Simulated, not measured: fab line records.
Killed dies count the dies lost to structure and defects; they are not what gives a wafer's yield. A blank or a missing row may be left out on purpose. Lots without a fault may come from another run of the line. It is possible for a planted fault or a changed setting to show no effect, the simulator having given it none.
fab line records -- flow berkeley_cmos170
record: lots: 13, wafers: 39, last_day: 12
route steps=331 shown NLDD@161
lots untouched by any fault: they come from a run of this same line in which no faults occurred
start_h: start of the lot's first displayed wafer, in hours after the record's first day -- wait_h: hours from the lot's prior step to this one -- " identical to the entry in the row above -- L1.1+2: several wafers, shown together as one row -- - no value present, or no start provided -- * or withheld: withheld -- < > ~ a bound
route shown NAME@n: names a module that has steps shown in the file, with the first one's number in the route -- usual: average and standard deviation across the fault-free wafers -- same: alike in all rows -- chamber/n: place in a boat -- sites: the reading at each site -- _std_site: their standard deviation -- _edge_site: inner sites' mean taken away from outer sites' mean -- radius_mm: how far each site lies from the wafer's centre -- mask NAME#n: copy n -- behind: the last tool/chamber to shape the wafer -- hold: cause of the lot's hold/its duration in hours/its outcome -- device: the transistor (n, p or np) that didn't switch -- end of line: tests of these same wafers at the route's end -- step lacking rows: just its recipe -- killed: at the first sort, the dies lost to defects and structure; wafer yield is something else -- map: per-die view of a wafer (x killed, . not killed, _ where there is no die)
set.NAME: the setting that was run; set.NAME@STEP: the one run at that earlier step -- model.NAME: the simulator's own value behind a step, which no gauge read
one table for each step of the route and one row for each wafer, over a sample of lots
services: a tool's chamber out of use, with start hour (start_h, from the record's first day; less than 0 if before it), hours out, and reason
== steps ==
step: UCB170_NLDD_EXPOSE_03
recipe: mask_id: NSELECT, na: 0.5, sigma_outer: 0.6, source_shape: conventional, target_cd_nm: 1200, dose_mj: 30
lot.wafer,tool,chamber,start_h,wait_h,mask
L270.1+5+6,krf_scanner-02,0,133.44,0.1,NSELECT#0
L274.1+3+6,krf_scanner-02,0,145.67,0.1,NSELECT#0
L271.2+4+5,krf_scanner-01,0,146.25,0.2,NSELECT#0
L273.2+3+4,krf_scanner-02,0,146.49,0.4,NSELECT#0
L272.1+2+6,krf_scanner-02,0,146.65,0.1,NSELECT#0
L275.2+3+4,krf_scanner-01,0,156.36,0.1,NSELECT#0
L279.1+2+5,krf_scanner-01,0,169.62,0.1,NSELECT#0
L280.3+5+6,krf_scanner-02,0,170.06,0.2,NSELECT#0
L277.1+2+6,krf_scanner-01,0,170.27,0.3,NSELECT#0
L278.2+4+5,krf_scanner-01,0,170.40,0.4,NSELECT#0
L282.1+5+6,krf_scanner-02,0,190.75,0.1,NSELECT#0
L289.1+3+5,krf_scanner-01,0,227.57,0.4,NSELECT#0
L293.1+2+4,krf_scanner-01,0,245.03,0.2,NSELECT#0
step: UCB170_NLDD_CD_MEAS_06
recipe: target_cd_nm: 1200
usual: cd_nm: 1200.8/1.3
lot.wafer,tool,chamber,start_h,wait_h,cd_nm
L270.1,cd_sem-01,-,134.05,-,1201.5
L270.5,cd_sem-01,-,134.05,-,1200.8
L270.6,cd_sem-01,-,134.05,-,1200.3
L274.1,cd_sem-02,-,146.40,-,1201.4
L274.3,cd_sem-02,-,146.40,-,1202.0
L274.6,cd_sem-02,-,146.40,-,1201.4
L271.2,cd_sem-02,-,147.13,-,1198.8
L271.4,cd_sem-02,-,147.13,-,1199.3
L271.5,cd_sem-02,-,147.13,-,1199.8
L273.2,cd_sem-02,-,147.39,-,1199.0
L273.3,cd_sem-02,-,147.39,-,1200.4
L273.4,cd_sem-02,-,147.39,-,1199.6
L272.1,cd_sem-02,-,147.57,-,1201.3
L272.2,cd_sem-02,-,147.57,-,1200.2
L272.6,cd_sem-02,-,147.57,-,1201.4
L275.2,cd_sem-01,-,157.36,-,1199.8
L275.3,cd_sem-01,-,157.36,-,1201.1
L275.4,cd_sem-01,-,157.36,-,1201.3
L279.1,cd_sem-01,-,170.17,-,1200.0
L279.2,cd_sem-01,-,170.17,-,1201.8
L279.5,cd_sem-01,-,170.17,-,1200.1
L280.3,cd_sem-02,-,170.46,-,1199.8
L280.5,cd_sem-02,-,170.46,-,1200.3
L280.6,cd_sem-02,-,170.46,-,1199.7
L277.1,cd_sem-01,-,170.66,-,1200.2
L277.2,cd_sem-01,-,170.66,-,1201.1
L277.6,cd_sem-01,-,170.66,-,1201.8
L278.2,cd_sem-02,-,170.91,-,1201.3
L278.4,cd_sem-02,-,170.91,-,1201.7
L278.5,cd_sem-02,-,170.91,-,1202.2
L282.1,cd_sem-01,-,191.37,-,1214.9
L282.5,cd_sem-01,-,191.37,-,1211.1
L282.6,cd_sem-01,-,191.37,-,1215.1
L289.1,cd_sem-02,-,227.96,-,1200.5
L289.3,cd_sem-02,-,227.96,-,1199.0
L289.5,cd_sem-02,-,227.96,-,1199.4
L293.1,cd_sem-01,-,245.73,-,1203.0
L293.2,cd_sem-01,-,245.73,-,1203.9
L293.4,cd_sem-01,-,245.73,-,1203.3
== services ==
tool,chamber,start_h,hours,kind
krf_scanner-01,-,120.35,0.8,pm
krf_scanner-02,-,151.81,1.3,pm
krf_scanner-02,0,154.69,-,calibration
krf_scanner-01,-,167.65,1.3,pm
krf_scanner-01,0,194.61,-,calibration
krf_scanner-02,-,218.79,0.8,pm
krf_scanner-02,-,222.50,3.2,repair
krf_scanner-02,-,225.65,1.0,pm
krf_scanner-01,-,228.07,1.0,pm
== key ==
first_sign: step: UCB170_NLDD_CD_MEAS_06, reading: cd_nm, direction: up, sigmas: 9.9, usual: 1200.8, struck: 1213.7
effect none on later readings
met_at UCB170_NLDD_EXPOSE_03
struck_lots L282
tester_left_out L282
onset_between 170.06 190.75
fault: kind: process_parameter_drift, tool: krf_scanner-02, chamber: -, onset_h: 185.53, steps: UCB170_NLDD_EXPOSE_03, channel: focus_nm, offset: 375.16, spread_by_wafer: 0.3, shape: step, end_h: 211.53
tester_left_out: of these lots the tester's yield and bins aren't shown, on N5 and GAA mostly nor the transistor test; their killed dies are dies lost to structure and defects alone, not to doping, threshold or leakage, so they don't give the yield
